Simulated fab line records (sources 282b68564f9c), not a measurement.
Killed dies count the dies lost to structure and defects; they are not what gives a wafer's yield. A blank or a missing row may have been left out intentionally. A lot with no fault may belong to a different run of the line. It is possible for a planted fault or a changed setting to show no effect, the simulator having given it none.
Check for tools in common	flow ritCmos	Lots sampled 13, wafers sampled 39

== THE REASON FOR OPENING IT ==
Of 13 lots, 1 have the reading PWELL_TW flagged at RIT_PWELL_TW_MEAS_10. Fault-free wafers read 962, with a standard deviation of 5.1.
Rule: flag the lot when none of its wafers has a number, or when each of its wafers that has one lies beyond 4 standard deviations from that mean. The rest of the lots are taken to be sound.

lot	measured	on	PWELL_TW, wafer by wafer	flag
L573	day 2 06:30	filmMetro-01	959 956 960	
L574	day 2 10:41	filmMetro-03	963 958 960	
L575	day 2 14:57	filmMetro-04	975 969 967	
L577	day 2 21:41	filmMetro-01	959 964 965	
L578	day 3 05:26	filmMetro-03	971 968 963	
L579	day 3 11:07	filmMetro-03	30 30 30	FLAGGED
L588	day 5 13:38	filmMetro-03	955 958 955	
L589	day 5 18:17	filmMetro-03	963 960 960	
L591	day 6 03:53	filmMetro-04	964 960 966	
L593	day 6 14:19	filmMetro-01	960 960 954	
L594	day 6 19:58	filmMetro-03	955 957 956	
L595	day 6 20:11	filmMetro-01	966 959 955	
L596	day 6 20:37	filmMetro-04	966 965 971	
On average the flagged lots read 30, which is -932 against the usual, or -99 or more standard deviations.

== WHICH TOOL EACH LOT WENT THROUGH ==
The record holds 1 process step before the reading, out of a route of 202 steps. Cell contents, in order: the tool; ch with the chambers the sampled wafers went through; the start.
lot	flag	RIT_PWELL_EXPOSE_03
L573		ilineStepper-01 ch 0, day 2 05:29
L574		ilineStepper-02 ch 0, day 2 09:39
L575		ilineStepper-02 ch 0, day 2 13:55
L577		ilineStepper-02 ch 0, day 2 20:39
L578		ilineStepper-01 ch 0, day 3 04:22
L579	FLAGGED	ilineStepper-02 ch 0, day 3 10:01
L588		ilineStepper-02 ch 0, day 5 12:36
L589		ilineStepper-02 ch 0, day 5 17:15
L591		ilineStepper-02 ch 0, day 6 02:51
L593		ilineStepper-02 ch 0, day 6 13:16
L594		ilineStepper-01 ch 0, day 6 18:55
L595		ilineStepper-01 ch 0, day 6 19:08
L596		ilineStepper-01 ch 0, day 6 19:17
These steps, and what they do:
- RIT_PWELL_EXPOSE_03: exposes mask M3, target cd 43700 nm.
- RIT_PWELL_TW_MEAS_10

== FLAGGED AGAINST TOTAL, ONE TOOL AT A TIME (gauges that did the reading follow at the end) ==
step	tool	lots run	flagged	share of the flagged lots	sound lots run after its first flagged lot
RIT_PWELL_EXPOSE_03	ilineStepper-01	5	0	none	-
RIT_PWELL_EXPOSE_03	ilineStepper-02	8	1	all	4 (L588,L589,L591,L593)
RIT_PWELL_TW_MEAS_10	filmMetro-01	4	0	none	-
RIT_PWELL_TW_MEAS_10	filmMetro-03	6	1	all	3 (L588,L589,L594)
RIT_PWELL_TW_MEAS_10	filmMetro-04	3	0	none	-

== WHAT THE TABLE ALLOWS ==
Every flagged lot went through 2 rows of the table: ilineStepper-02 at RIT_PWELL_EXPOSE_03 and filmMetro-03 at RIT_PWELL_TW_MEAS_10.
- ilineStepper-02 at RIT_PWELL_EXPOSE_03: 1 of its 8 lots flagged. Sound lots followed the first flagged one (L588, L589, L591, L593) on it, something a lasting fault affecting the whole tool could not allow.
- filmMetro-03 at RIT_PWELL_TW_MEAS_10: 1 of its 6 lots flagged. Sound lots followed the first flagged one (L588, L589, L594) on it, something a lasting fault affecting the whole tool could not allow.
None of the table's rows ran every flagged lot and, after the first, no sound lot.

== WHAT THE SIMULATOR PUT IN ==
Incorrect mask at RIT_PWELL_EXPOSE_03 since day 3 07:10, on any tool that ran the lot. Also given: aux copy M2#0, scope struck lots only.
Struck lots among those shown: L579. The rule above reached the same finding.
